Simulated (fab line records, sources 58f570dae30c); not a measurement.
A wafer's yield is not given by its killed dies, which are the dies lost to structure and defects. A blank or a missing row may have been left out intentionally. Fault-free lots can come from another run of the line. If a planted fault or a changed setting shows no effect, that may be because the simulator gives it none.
Comparing a struck lot with a sound one | flow berkeley cmos170 | 14 out of 331 route steps
Sound: these wafers, L208.2, L208.3, L208.5. The struck wafers were L209.2, L209.4, L209.5. At the end, the cause is stated.
For every step that has rows: the tool of each side, followed by ch and its chambers, followed by its first start. Under that, the readings that differ: sound wafers | struck wafers | difference of the means | sigmas: that difference in standard deviations of wafers without a fault.
alike: readings with means less than 2 such deviations apart, plus words and numbers identical on both sides. not compared: withheld readings, readings lacking a value on some wafer, bounds such as >300 that could conceal the same value, and numbers that have no deviation in the record and whose values overlap.
Wherever a step has rows on one side only, a row that says differs or no value, or a row with sigmas, the two part there. Numbers that don't overlap but have no deviation are shown without sigmas and don't part them. A reading that every wafer of one side lacks parts them only if that side has two wafers or more.

first, 6 steps without rows for these wafers: UCB170_NWELL_HMDS_06 (prime time 60 s); UCB170_NWELL_COAT_07 (resist thk 900 nm); UCB170_NWELL_SOFTBAKE_08 (time 60 s); UCB170_NWELL_EXPOSE_09 (exposes mask NWELL, target cd 3000 nm); UCB170_NWELL_PEB_10; UCB170_NWELL_DEVELOP_11 (develop time 45 s).
UCB170_NWELL_OVL_MEAS_12:
  sound: overlay-02 at day 4 08:41; struck: overlay-02 at day 4 15:54
  alike: NWELL_OVL
UCB170_NWELL_ETCH_13: etches Si3N4 in CH3F/Ar/O2, stops on SiO2, target depth 246.4 nm, time 154 s.
  sound on rie diel-04 ch 2,3, day 4 08:43; struck on rie diel-04 ch 0,3, day 4 15:56
  alike: CH3F_flow_sccm, O2_flow_sccm, drypump motor current A, oes product au, throttle valve pct
  not compared: rf hours counter h
after that, 1 step had no rows for these wafers: UCB170_NWELL_IMPLANT_14.
UCB170_NWELL_STRIP_15: strips in O2.
  sound on plasma asher-03 ch 0,1, day 4 08:58; struck on plasma asher-01 ch 0,1, day 4 16:11
  alike: drypump motor current A, oes product au, strip time to endpoint s
  not compared: rf hours counter h
UCB170_NWELL_TW_MEAS_16:
  sound: film metro-04 at day 4 09:04; struck: film metro-04 at day 4 16:18
  alike: NWELL_TW
then, 1 step without rows for these wafers: UCB170_NWELL_CLEAN_17 (cleans in SPM, time 600 s).
UCB170_NWELL_WET_ETCH_18: etches Si3N4 in H3PO4, time 14400 s.
  sound on wet bench-02 ch 0, day 4 11:24; struck on wet bench-02 ch 0, day 4 16:32
  no value came back on the struck wafers for bath guard temp C (C), bath heat duty pct (%); on the sound wafers bath guard temp C (C) reads 159.6 159.6 159.7
  reading                                      | sound | struck            | difference | sigmas
  model.Si3N4_of_NWELL_CVD_04.thk nm (nm)      | 0 0 0 | 227.5 228 226.8   | +227.4     |
  model.SiO2_of_NWELL_OXIDATION_01.thk nm (nm) | 0 0 0 | 26.82 26.27 26.66 | +26.58     |
then, 1 step without rows for these wafers: UCB170_NWELL_WET_ETCH_19 (etches SiO2 in BOE, time 22 s).

== WHERE THEY PART ==
Only at UCB170_NWELL_WET_ETCH_18, as far as this record shows.

WHY: what had been put in by the simulator
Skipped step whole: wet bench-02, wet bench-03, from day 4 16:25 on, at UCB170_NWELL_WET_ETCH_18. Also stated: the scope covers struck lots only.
